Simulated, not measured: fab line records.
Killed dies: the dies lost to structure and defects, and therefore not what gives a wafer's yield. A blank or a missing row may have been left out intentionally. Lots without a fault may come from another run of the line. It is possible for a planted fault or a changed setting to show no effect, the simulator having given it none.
Problem report in the 8D (eight disciplines) form, filled by code / flow berkeleyCmos170 / the parts of the form that need people (team, actions taken, sign-off) are left out

== 1. WHAT IS WRONG ==
Wafers without a fault read 699.8 nm, standard deviation 1.7; cdNm at UCB170_M1_CD_MEAS_09 reads a mean of 667.9 nm on 9 wafers belonging to 3 lots. Relative to the usual mean, that is a shift of -19 standard deviations.
The step: target cd 700 nm.
First seen on wafer L317.1, day 8 23:52, on cdSem-01. At this step, 45 wafers from 15 lots have a number in the record. Rule for "out" (also "out of limits"): further than 4 standard deviations from the usual mean. Any other wafer with a number is counted as sound.

== 2. WHAT IT IS; WHAT IT IS NOT ==
question=which readings at this step | is=cdNm | is not=-
question=which lots | is=L317, L321, L322 | is not=L309, L310, L311, L312, L313, L314, L315, L316, L323, L326, L327, L330
question=which wafers of those lots | is=all that have a number | is not=-
question=read on which gauges | is=cdSem-01, cdSem-02 | is not=-
question=when | is=from day 8 23:52 | is not=up to then (24 sound wafers); but 12 sound wafers of L323, L326, L327, L330 came after

== 3. THE SUSPECTS, EACH WITH WHAT RULES IT OUT ==
Counting: a tool at any process step up to the reading remains a suspect when it ran all the lots that are out and ran no sound lot after the first of those.
- the gauge at UCB170_M1_CD_MEAS_09 has been ruled out. The wafers that are out were read on 2 gauges (cdSem-01, cdSem-02).
- krfScanner-02 at UCB170_M1_EXPOSE_06 (exposes mask METAL1, target cd 700 nm): kept. It ran every lot that is out, first L317 (day 8 23:28), and no sound lot after that; its last sound lot up to then is L315 (day 8 20:01). Its own exposureDoseMJCm2 readings are out on those wafers.
Remaining after the count: krfScanner-02 at UCB170_M1_EXPOSE_06.

== 4. THE CAUSE (what the simulator had put in) ==
Process parameter drift: krfScanner-02, from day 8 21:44 on, at UCB170_M1_EXPOSE_06. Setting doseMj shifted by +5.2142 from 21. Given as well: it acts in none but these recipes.
The count eliminated every tool but this one.

== 5. SEQUENCE OF EFFECTS, ordered by route ==
One row per reading whose mean, taken over the struck wafers that have a number, lies over 3 standard deviations from the usual. Only readings for which the record gives a usual standard deviation are gone through. hours: the time from each lot's start at the first step in this table that gives one to its start at this step, as a median over the lots. sigmas: the change in usual standard deviations.
hours=0; step=UCB170_M1_EXPOSE_06; reading=exposureDoseMJCm2; usual=20.982; on struck wafers=25.239; change=+4.257; sigmas=+99 or more
hours=0; step=UCB170_M1_CD_MEAS_09; reading=cdNm; usual=699.8 nm; on struck wafers=667.9; change=-31.9; sigmas=-19
It contains these process steps:
- UCB170_M1_EXPOSE_06: exposes mask METAL1, target cd 700 nm.

== 6. HOW IT WOULD HAVE BEEN CAUGHT EARLIER ==
In this record the first reading out of limits at a measuring or inspecting step was taken at day 8 23:52, 2 hours after the fault began at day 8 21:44.
Tool's own readings at UCB170_M1_EXPOSE_06, exposureDoseMJCm2: out on all struck wafers the step has rows for; an alarm limit on them would have tripped on the first.
Of the lots that are out (3), L321, L322 began UCB170_M1_EXPOSE_06 on krfScanner-02 after day 8 23:52. A hold on the tool at that time would have spared those 2.
